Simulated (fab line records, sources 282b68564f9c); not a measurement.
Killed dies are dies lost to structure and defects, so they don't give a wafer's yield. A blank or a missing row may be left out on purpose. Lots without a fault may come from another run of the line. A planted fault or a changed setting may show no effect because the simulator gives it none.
Which tool did it? | flow rit_cmos | 14 lots, 42 wafers sampled, at 2 steps of a route of 202

WHAT THE GAUGES READ, wafer by wafer
The record holds no reading of a measuring or inspecting step that can be judged against a usual standard deviation.

WHICH TOOL RAN EACH LOT (tool, then ch and the chambers of the sampled wafers, then the start)
lot  | RIT_M1_METAL_ETCH_12             | RIT_M1_PROBE_99
L640 | rie_metal-03 ch 0,1, day 3 13:35 | prober-01, day 3 15:54
L641 | rie_metal-01 ch 0,1, day 3 22:54 | prober-01, day 4 02:03
L643 | rie_metal-03 ch 0,1, day 4 10:04 | prober-02, day 4 12:22
L644 | rie_metal-04 ch 0,1, day 4 16:52 | prober-01, day 4 19:10
L645 | rie_metal-01 ch 0,1, day 4 19:22 | prober-02, day 4 21:37
L646 | rie_metal-03 ch 0,1, day 4 19:50 | prober-01, day 4 23:13
L648 | rie_metal-01 ch 0,1, day 5 14:16 | prober-01, day 5 16:31
L650 | rie_metal-04 ch 0,1, day 5 19:59 | prober-01, day 5 22:17
L652 | rie_metal-03 ch 0,1, day 6 04:19 | prober-01, day 6 07:43
L655 | rie_metal-03 ch 0,1, day 7 04:04 | prober-02, day 7 06:22
L659 | rie_metal-01 ch 0,1, day 7 23:46 | prober-01, day 8 02:04
L660 | rie_metal-04 ch 0,1, day 8 00:00 | prober-02, day 8 03:31
L662 | rie_metal-01 ch 0,1, day 8 14:44 | prober-02, day 8 17:04
L663 | rie_metal-04 ch 0,1, day 9 03:01 | prober-01, day 9 05:20
- RIT_M1_METAL_ETCH_12: etches Al in Cl2/BCl3, stops on SiO2, time 165 s, target depth 600 nm.
- RIT_M1_PROBE_99

WHAT THE TOOLS THEMSELVES READ (means of the sampled wafers that have a number; where no wafer has one, the mark that the record gives instead)
RIT_M1_METAL_ETCH_12. Usual: drypump_motor_current_A 5.5 A, standard deviation 0.62; oes_product_au 0.757 a.u., standard deviation 0.019; rf_fwd_power_W 251.5 W, standard deviation 0.91; run_length_s 193.1 s, standard deviation 0.37; throttle_valve_pct 8.20 %, standard deviation 0.1.
lot  | tool         | drypump_motor_current_A (A) | oes_product_au (a.u.) | rf_fwd_power_W (W) | run_length_s (s) | throttle_valve_pct (%) | flag
L640 | rie_metal-03 | 5.6                         | 0.737                 | 250.7              | 193.1            | 8.06                   |
L641 | rie_metal-01 | 5.2                         | 0.773                 | 251.2              | 193.3            | 8.31                   |
L643 | rie_metal-03 | 6.2                         | 0.740                 | 250.9              | 193.1            | 8.07                   |
L644 | rie_metal-04 | 5.4                         | 0.768                 | 251.5              | 193.6            | 8.24                   |
L645 | rie_metal-01 | 5.6                         | 0.778                 | 251.8              | 193.0            | 8.27                   |
L646 | rie_metal-03 | 5.6                         | 0.737                 | 250.7              | 193.1            | 8.06                   |
L648 | rie_metal-01 | 5.2                         | 0.765                 | 250.0              | 193.1            | 8.29                   |
L650 | rie_metal-04 | 5.4                         | 0.765                 | 251.8              | 193.4            | 8.25                   |
L652 | rie_metal-03 | 5.6                         | 0.982                 | -                  | 151.6            | 8.03                   | OFF
L655 | rie_metal-03 | 5.6                         | 0.983                 | -                  | 151.6            | 8.03                   | OFF
L659 | rie_metal-01 | 5.6                         | 0.787                 | 251.4              | 192.8            | 8.27                   |
L660 | rie_metal-04 | 5.4                         | 0.757                 | 251.9              | 193.6            | 8.25                   |
L662 | rie_metal-01 | 5.2                         | 0.779                 | 251.6              | 193.4            | 8.31                   |
L663 | rie_metal-04 | 5.4                         | 0.755                 | 250.9              | 193.4            | 8.25                   |

RIT_M1_PROBE_99. Usual: defect_limited_yield 97.3 %, standard deviation 1.2; killed_at_contacts 0.0, standard deviation 0.16; killed_at_front_end 7, standard deviation 3.1; killed_dies 7, standard deviation 3.1; killed_open 3.6, standard deviation 2.2; killed_short 3.4, standard deviation 2.1; sort_bin_3_pad_short 0.1 %, standard deviation 0.24; sort_bin_5_function 1.5 %, standard deviation 0.76; sort_bin_6_memory 1.0 %, standard deviation 0.67; sort_n_pass 257, standard deviation 3.1; sort_yield_pct 97.3 %, standard deviation 1.2.
lot  | tool      | defect_limited_yield (%) | killed_at_contacts | killed_at_front_end | killed_dies | killed_open | killed_short | sort_bin_3_pad_short (%) | sort_bin_5_function (%) | sort_bin_6_memory (%) | sort_n_pass | sort_yield_pct (%) | flag
L640 | prober-01 | 97.7                     | 0.0                | 6                   | 6           | 2.0         | 3.7          | 0.0                      | 1.6                     | 0.7                   | 258         | 97.7               |
L641 | prober-01 | 96.8                     | 0.0                | 8                   | 8           | 3.0         | 5.3          | 0.3                      | 2.1                     | 0.8                   | 256         | 96.8               |
L643 | prober-02 | 97.6                     | 0.0                | 6                   | 6           | 3.3         | 3.0          | 0.0                      | 1.8                     | 0.6                   | 258         | 97.6               |
L644 | prober-01 | 97.0                     | 0.0                | 8                   | 8           | 5.7         | 2.3          | 0.0                      | 1.6                     | 1.4                   | 256         | 97.0               |
L645 | prober-02 | 97.0                     | 0.3                | 8                   | 8           | 5.0         | 3.0          | 0.3                      | 1.7                     | 1.2                   | 256         | 97.0               |
L646 | prober-01 | 98.3                     | 0.0                | 4                   | 4           | 2.7         | 1.7          | 0.3                      | 0.9                     | 0.5                   | 260         | 98.3               |
L648 | prober-01 | 97.3                     | 0.0                | 7                   | 7           | 3.3         | 3.7          | 0.1                      | 1.9                     | 0.6                   | 257         | 97.3               |
L650 | prober-01 | 98.1                     | 0.0                | 5                   | 5           | 2.7         | 2.3          | 0.0                      | 1.0                     | 0.9                   | 259         | 98.1               |
L652 | prober-01 | 97.3                     | 0.0                | 7                   | 7           | 2.7         | 4.0          | 0.0                      | 1.8                     | 0.9                   | 257         | 97.3               |
L655 | prober-02 | 97.7                     | 0.0                | 6                   | 6           | 4.0         | 2.0          | 0.1                      | 0.8                     | 1.4                   | 258         | 97.7               |
L659 | prober-01 | 97.8                     | 0.0                | 6                   | 6           | 3.7         | 2.0          | 0.0                      | 1.2                     | 1.0                   | 258         | 97.8               |
L660 | prober-02 | 97.1                     | 0.0                | 8                   | 8           | 3.7         | 4.0          | 0.1                      | 1.5                     | 1.3                   | 256         | 97.1               |
L662 | prober-02 | 98.2                     | 0.0                | 5                   | 5           | 3.0         | 1.7          | 0.0                      | 0.9                     | 0.9                   | 259         | 98.2               |
L663 | prober-01 | 97.6                     | 0.0                | 6                   | 6           | 1.3         | 5.0          | 0.1                      | 1.5                     | 0.8                   | 258         | 97.6               |

THE ANSWER, worked out from the rows above alone
Rule: a lot is off if the mean of its wafers that have a number lies more than 3 standard deviations from the usual mean. A lot without any number at a reading at which 4 lots or more have one is off too. The other lots that the step has rows for count as sound. The gauges are gone through in route order, then the tools' own readings, and for those a lot's mean is taken as printed above. The first step at which some lot is off is used, and at that step the reading that is off furthest; a lot without a number counts as furthest.
Off: L652, L655, at RIT_M1_METAL_ETCH_12 (rf_fwd_power_W). Without a number there: L652, L655.
A tool fits if, at that step or a process step before it, it ran every lot that is off, and no sound lot after the first of them. One fits: rie_metal-03 at RIT_M1_METAL_ETCH_12. Its last sound lot is L646 (day 4 19:50), its first lot that is off L652 (day 6 04:19): a fault that began between those two fits.
The tool's own readings at RIT_M1_METAL_ETCH_12 bear it out: on the lots that are off they differ by more than 5 times the standard deviation of the sound lots' means. oes_product_au reads 0.982 a.u. there against 0.762 a.u. on the sound lots; run_length_s reads 151.6 s there against 193.2 s on the sound lots.
Blank at RIT_M1_METAL_ETCH_12 on the lots that are off, where sound lots have numbers: rf_fwd_power_W.

WHAT THE SIMULATOR HAD PUT IN
Process parameter drift: rie_metal-03, from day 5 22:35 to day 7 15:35, at RIT_M1_METAL_ETCH_12. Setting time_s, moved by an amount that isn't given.
Lots struck among those shown: L652, L655. The rule above found the same.
